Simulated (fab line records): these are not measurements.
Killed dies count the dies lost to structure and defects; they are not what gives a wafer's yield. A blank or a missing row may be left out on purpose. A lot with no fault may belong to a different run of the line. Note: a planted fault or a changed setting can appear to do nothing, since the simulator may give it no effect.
The tool behind it: which one? -- flow ritCmos -- route of 202 steps, sampled at 1 step: 14 lots, 42 wafers

== WHAT THE GAUGES SHOWED, per wafer ==
No reading from a measuring or inspecting step in the record can be judged against a usual standard deviation.

== EACH LOT AND THE TOOL THAT RAN IT (in order: tool; ch and the chambers of the sampled wafers; start) ==
lot,RIT_SPACER_ETCHBACK_05
L545,"rieDiel-02 ch 0,2, day 3 04:14"
L546,"rieDiel-04 ch 0,2, day 3 09:38"
L548,"rieDiel-04 ch 0,1,2, day 3 22:00"
L550,"rieDiel-02 ch 2,3, day 4 04:44"
L551,"rieDiel-04 ch 1,2,3, day 4 08:59"
L552,"rieDiel-02 ch 1,2,3, day 4 10:41"
L553,"rieDiel-02 ch 0,1,3, day 4 15:32"
L558,"rieDiel-03 ch 1,2,3, day 5 16:37"
L559,"rieDiel-04 ch 0,1,3, day 5 19:13"
L560,"rieDiel-04 ch 0,1,3, day 6 02:48"
L561,"rieDiel-03 ch 2,3, day 6 07:40"
L563,"rieDiel-02 ch 0,1, day 6 17:13"
L564,"rieDiel-03 ch 0,2,3, day 6 20:47"
L568,"rieDiel-02 ch 0,2,3, day 7 16:31"
- RIT_SPACER_ETCHBACK_05: etches Si3N4 in SF6/CHF3, stops on SiO2, target depth 250 nm, time 240 s.

== WHAT THE TOOLS THEMSELVES READ (means of the sampled wafers that have a number; where no wafer has one, the mark that the record gives instead) ==
RIT_SPACER_ETCHBACK_05.
lot,tool,drypumpMotorCurrentA (A),oesProductAu (a.u.),throttleValvePct (%)
L545,rieDiel-02,5.8,0.825,10.14
L546,rieDiel-04,6.0,0.860,10.12
L548,rieDiel-04,5.9,0.858,10.17
L550,rieDiel-02,6.0,0.836,10.05
L551,rieDiel-04,5.8,0.843,10.18
L552,rieDiel-02,5.8,0.829,10.24
L553,rieDiel-02,5.7,0.838,10.24
L558,rieDiel-03,5.7,0.851,10.30
L559,rieDiel-04,5.7,0.772,10.17
L560,rieDiel-04,5.7,0.770,10.18
L561,rieDiel-03,6.1,0.846,10.40
L563,rieDiel-02,5.5,0.843,10.44
L564,rieDiel-03,5.7,0.850,10.41
L568,rieDiel-02,5.9,0.832,10.09

== THE ANSWER, worked out from the rows above alone ==
Rule: the usual values come from the lots themselves. Put in order of their means at a reading, lots are off if they are a third of the lots or fewer, leave a main group of 4 or more, and stand apart from it by a gap of 3 or more times the standard deviation of the main group's means; of several such gaps the widest counts. A main group is skipped when, at the precision printed for the reading in the tables above, its means are all equal. A lot without any number at a reading at which 4 lots or more have one is off too. Where the step has rows for the other lots, those lots are counted as sound. After the gauges, taken in route order, come the tools' own readings; for these a lot's mean is taken, as printed above. At the first step where some lot is off, the reading lying furthest off is the one used; lots without a number count as furthest.
Off: L559, L560 (RIT_SPACER_ETCHBACK_05, oesProductAu). For the main group the mean is 0.843 a.u. and the standard deviation 0.011.
If a tool, at that step or one of the process steps before it, ran each lot that is off and ran no sound lot following the first of them, it fits. One fits: RIT_SPACER_ETCHBACK_05 on rieDiel-04. Its last sound lot is L551 (day 4 08:59), its first lot that is off L559 (day 5 19:13): a fault that began between those two fits.
The tool's own readings at RIT_SPACER_ETCHBACK_05 bear it out: on the lots that are off they differ by more than 5 times the standard deviation of the sound lots' means. oesProductAu reads 0.771 a.u. there against 0.843 a.u. on the sound lots.

== WHAT THE SIMULATOR HAD INSERTED ==
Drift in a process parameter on rieDiel-04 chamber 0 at RIT_SPACER_ETCHBACK_05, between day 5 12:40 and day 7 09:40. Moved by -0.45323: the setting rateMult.
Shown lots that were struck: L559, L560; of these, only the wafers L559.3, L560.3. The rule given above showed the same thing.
